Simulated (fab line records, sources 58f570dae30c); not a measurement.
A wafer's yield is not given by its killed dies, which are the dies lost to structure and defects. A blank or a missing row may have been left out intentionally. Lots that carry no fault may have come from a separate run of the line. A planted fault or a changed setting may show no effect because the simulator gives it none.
Split-lot trial	flow berkeleyCmos170	on a route of 331 steps: 5 lots, 23 wafers read

ON THE SPLIT
At UCB170_NWELL_OXIDATION_01 (target thk 26.4 nm, ox time 1260 s), the setting tempC was moved away from the recipe's 1000 C on 20 of the 23 wafers read, by +1.2% to +2.7%. The other wafers ran this setting at the recipe's value.

Split to reading: the file shows no intervening step.

THE READING
NWELL_OXIDE_THK in nanometres, read at UCB170_NWELL_THK_MEAS_02. On this fab line, fault-free wafers typically give 26.2 nm with a standard deviation of 0.65 nm.

wafer	tool, chamber at the split	tempC as run, C	against the recipe	NWELL_OXIDE_THK, nm	against lot-mates on the recipe
L076.1	-, -	1027	+2.7%	34.6	no lot-mate on the recipe
L076.2	-, -	1027	+2.7%	34.3	no lot-mate on the recipe
L076.3	-, -	1027	+2.7%	34.5	no lot-mate on the recipe
L076.4	-, -	1027	+2.7%	34.6	no lot-mate on the recipe
L076.6	-, -	1027	+2.7%	34.6	no lot-mate on the recipe
L077.1	-, -	1012	+1.2%	28.9	no lot-mate on the recipe
L077.2	-, -	1012	+1.2%	29.2	no lot-mate on the recipe
L077.3	-, -	1012	+1.2%	29.2	no lot-mate on the recipe
L077.4	-, -	1012	+1.2%	29.1	no lot-mate on the recipe
L077.6	-, -	1012	+1.2%	29.1	no lot-mate on the recipe
L081.4	furnace-02, 0	1000	recipe	26.4	-
L081.5	furnace-02, 0	1000	recipe	25.9	-
L081.6	furnace-02, 0	1000	recipe	26.0	-
L084.1	-, -	1023	+2.3%	31.6	no lot-mate on the recipe
L084.2	-, -	1023	+2.3%	31.3	no lot-mate on the recipe
L084.3	-, -	1023	+2.3%	31.2	no lot-mate on the recipe
L084.5	-, -	1023	+2.3%	31.4	no lot-mate on the recipe
L084.6	-, -	1023	+2.3%	31.6	no lot-mate on the recipe
L085.1	-, -	1013	+1.3%	29.5	no lot-mate on the recipe
L085.2	-, -	1013	+1.3%	29.1	no lot-mate on the recipe
L085.4	-, -	1013	+1.3%	29.2	no lot-mate on the recipe
L085.5	-, -	1013	+1.3%	29.7	no lot-mate on the recipe
L085.6	-, -	1013	+1.3%	28.8	no lot-mate on the recipe

THE FIT
A straight line over all 23 wafers: NWELL_OXIDE_THK changes by +2.94 nm for each +1% of tempC; r = +0.97; the points scatter about the line by 0.72 nm.
Too few moved wafers with a lot-mate on the recipe to fit a line net of each lot's own level.

THE WHOLE CHAIN: every reading that the file lists as answering this split, in the file's order
step	what it does	reading	change (the file's fit)	r (the file's)
UCB170_NWELL_OXIDATION_01	target thk 26.4 nm, ox time 1260 s	SiO2_of_NWELL_OXIDATION_01.thkNm (the simulator's own value, which no gauge read)	+2.93 nm for each +1% of the setting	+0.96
UCB170_NWELL_THK_MEAS_02		NWELL_OXIDE_THK	+2.94 for each +1% of the setting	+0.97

FILE'S OWN FIT
NWELL_OXIDE_THK changes by +2.94 nm for each +1% of tempC, r = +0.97.
